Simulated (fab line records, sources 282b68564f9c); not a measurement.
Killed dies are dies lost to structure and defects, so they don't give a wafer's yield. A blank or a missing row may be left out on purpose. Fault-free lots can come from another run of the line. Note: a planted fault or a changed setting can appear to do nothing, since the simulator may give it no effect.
The tool behind it: which one? | flow rit cmos | 14 lots, 42 wafers sampled, at 2 steps of a route of 202

## WHAT THE GAUGES READ, wafer by wafer
The record holds no reading of a measuring or inspecting step that can be judged against a usual standard deviation.

## TOOL THAT RAN EACH LOT (tool first, then ch and the chambers of the sampled wafers, then the start)
lot  | RIT_PSD_SOFTBAKE_02              | RIT_M1_PROBE_99
L393 | litho track-03 ch 0, day 3 02:28 | -
L396 | litho track-01 ch 0, day 3 14:50 | -
L397 | litho track-01 ch 0, day 3 21:31 | -
L398 | litho track-03 ch 0, day 4 02:47 | -
L400 | litho track-03 ch 0, day 4 11:05 | -
L401 | litho track-02 ch 0, day 4 15:34 | -
L402 | litho track-03 ch 0, day 4 21:39 | -
L403 | litho track-03 ch 0, day 5 02:18 | prober-02, day 5 12:57
L404 | litho track-02 ch 0, day 5 06:32 | -
L409 | litho track-02 ch 0, day 6 14:58 | -
L410 | litho track-02 ch 0, day 6 15:26 | -
L413 | litho track-01 ch 0, day 7 08:29 | -
L415 | litho track-03 ch 0, day 7 15:41 | -
L416 | litho track-03 ch 0, day 7 19:53 | -
- RIT_PSD_SOFTBAKE_02: time 60 s.
- RIT_M1_PROBE_99

## AS READ BY THE TOOLS THEMSELVES (means over the sampled wafers that have a number; for cases with no such wafer, the mark the record gives instead)
RIT_PSD_SOFTBAKE_02. Usual: chill plate temp C 23.03 C, standard deviation 0.11; heater power total W 34.57 W, standard deviation 0.048; run length s 89.12 s, standard deviation 0.12.
lot  | tool           | chill plate temp C (C) | heater power total W (W) | run length s (s) | flag
L393 | litho track-03 | 23.09                  | 34.57                    | 89.25            |
L396 | litho track-01 | 22.95                  | 34.60                    | 89.17            |
L397 | litho track-01 | 23.15                  | 34.58                    | 89.10            |
L398 | litho track-03 | 23.02                  | 34.58                    | 89.14            |
L400 | litho track-03 | 22.82                  | 34.57                    | 89.13            |
L401 | litho track-02 | 23.03                  | 34.56                    | 89.11            |
L402 | litho track-03 | 23.01                  | 34.56                    | 89.08            |
L403 | litho track-03 | 23.04                  | 34.60                    | 88.97            |
L404 | litho track-02 | 23.10                  | 34.52                    | 89.13            |
L409 | litho track-02 | 23.04                  | 35.27                    | 84.96            | OFF
L410 | litho track-02 | 22.96                  | 35.38                    | 84.89            | OFF
L413 | litho track-01 | 23.03                  | 34.57                    | 89.12            |
L415 | litho track-03 | 23.28                  | 34.57                    | 89.24            |
L416 | litho track-03 | 22.97                  | 34.57                    | 89.07            |

RIT_M1_PROBE_99. Usual: killed_at_M0_to_M3 0.0, standard deviation 0.16; killed at contacts 0.1, standard deviation 0.24; killed at front end 6.7, standard deviation 2.9; killed dies 6.8, standard deviation 2.9; killed open 3.5, standard deviation 1.8; killed short 3.3, standard deviation 2.1.
lot  | tool      | killed_at_M0_to_M3 | killed at contacts | killed at front end | killed dies | killed open | killed short | flag
L403 | prober-02 | 0.0                | 0.0                | 6.0                 | 6.0         | 3.3         | 2.7          |

## THE ANSWER, worked out from the rows above alone
Rule: lot off if the mean of its wafers having a number is beyond 3 standard deviations from the usual mean. A lot without any number at a reading at which 4 lots or more have one is off too. Where the step has rows for the other lots, those lots are counted as sound. Order of review: gauges by route order, followed by the tools' own readings, for which a lot's mean as printed above is used. The first step at which some lot is off is used, and at that step the reading that is off furthest; a lot without a number counts as furthest.
Off: L409, L410 (RIT_PSD_SOFTBAKE_02, run length s).
If a tool, at that step or one of the process steps before it, ran each lot that is off and ran no sound lot following the first of them, it fits. One fits: litho track-02 at RIT_PSD_SOFTBAKE_02. A fault onset in the window from L404 (day 5 06:32, its last sound lot) to L409 (day 6 14:58, its first lot off) fits.
The tool's own readings at RIT_PSD_SOFTBAKE_02 bear it out: on the lots that are off they differ by more than 5 times the standard deviation of the sound lots' means. heater power total W reads 35.33 W there against 34.57 W on the sound lots; run length s reads 84.92 s there against 89.13 s on the sound lots.

## WHAT WAS PUT IN BY THE SIMULATOR
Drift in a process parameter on litho track-02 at RIT_PSD_SOFTBAKE_02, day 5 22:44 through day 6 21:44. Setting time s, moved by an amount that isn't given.
Lots struck among those shown: L409, L410. Same finding as the rule above.
